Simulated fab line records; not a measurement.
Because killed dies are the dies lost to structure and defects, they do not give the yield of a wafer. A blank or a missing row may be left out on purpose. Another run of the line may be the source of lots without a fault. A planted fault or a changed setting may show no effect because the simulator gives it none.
Problem report in the 8D (eight disciplines) form, filled by code / flow ritCmos / the parts of the form that need people (team, actions taken, sign-off) are left out

1. WHAT WENT WRONG
Wafers free of any fault read 406 nm (standard deviation 5.7) for CONTACT_TEOS_THK at RIT_CONTACT_THK_MEAS_01, against a mean of 520 nm on 2 wafers of 2 lots. That is +20 standard deviations from the usual mean.
Earliest sighting: wafer L434.6 on filmMetro-03 at day 5 09:16. The record holds 42 wafers of 14 lots with a number at this step. The rule behind "out" and "out of limits": a value lying over 4 standard deviations away from the usual mean. Any other wafer with a number is counted as sound.

2. WHAT IT IS AND WHAT IT IS NOT
question=which readings at this step | is=CONTACT_TEOS_THK | is not=-
question=which lots | is=L434, L437 | is not=L423, L424, L425, L427, L428, L429, L430, L435, L439, L441, L444, L445
question=which wafers of those lots | is=L434.6, L437.4 | is not=L434.1, L434.5, L437.1, L437.6
question=read on which gauges | is=filmMetro-03 | is not=filmMetro-01, filmMetro-04
question=when | is=from day 5 09:16 | is not=up to then (23 sound wafers); but 17 sound wafers of L435, L437, L439, L441, L444, L445 came after

3. SUSPECTS, AND WHAT RULES EACH OUT
Counting: any tool at a process step up to the reading remains a suspect provided it ran every lot that is out. Sound lots after the first of them don't rule it out here, since some wafers of a struck lot are sound.
- the gauge at RIT_CONTACT_THK_MEAS_01: kept. All the wafers that are out were read on filmMetro-03, and no step on other tools shows them out.
- pecvd-03 at RIT_CONTACT_CVD_00 (deposits SiO2 from TEOS, target thk 400 nm, time 61.82 s): kept. It processed each lot that is out (first: L434, day 5 09:13); up to then, its last sound lot is L428 (day 4 03:57).
- In pecvd-03 at RIT_CONTACT_CVD_00, the wafers that are out were processed in chamber 0 and their sound lot-mates in chambers 1, 2.
What counting leaves: pecvd-03 at RIT_CONTACT_CVD_00 and filmMetro-03 at RIT_CONTACT_THK_MEAS_01.

4. THE CAUSE (what the simulator had put in)
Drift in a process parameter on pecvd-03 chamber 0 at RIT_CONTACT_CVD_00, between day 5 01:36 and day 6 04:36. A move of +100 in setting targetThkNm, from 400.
This tool is one of the 2 suspects left after counting.

5. SEQUENCE OF EFFECTS, ordered by route
Rows list readings where the struck wafers' mean (over those with a number) sits beyond 3 standard deviations from the usual. Readings are gone through only where the record gives a usual standard deviation; hours: the median, over the lots, of the time from a lot's start at the first step in this table giving one to that lot's start at this step; sigmas: the change measured in usual standard deviations.
hours=0; step=RIT_CONTACT_THK_MEAS_01; reading=CONTACT_TEOS_THK; usual=406 nm; on struck wafers=520; change=+114; sigmas=+20

6. WHAT WOULD HAVE CAUGHT IT SOONER
The first out-of-limits reading at a measuring or inspecting step in this record came at day 5 09:16, 8 hours after the fault's start at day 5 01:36.
Of the tool readings at RIT_CONTACT_CVD_00 for which the record gives a usual standard deviation, none was out on any struck wafer, so an alarm limit of 4 standard deviations on them would not have fired.
Lots out: 2; of these, L437 started RIT_CONTACT_CVD_00 on pecvd-03 after day 5 09:16. Putting the tool on hold at that point would have spared it.
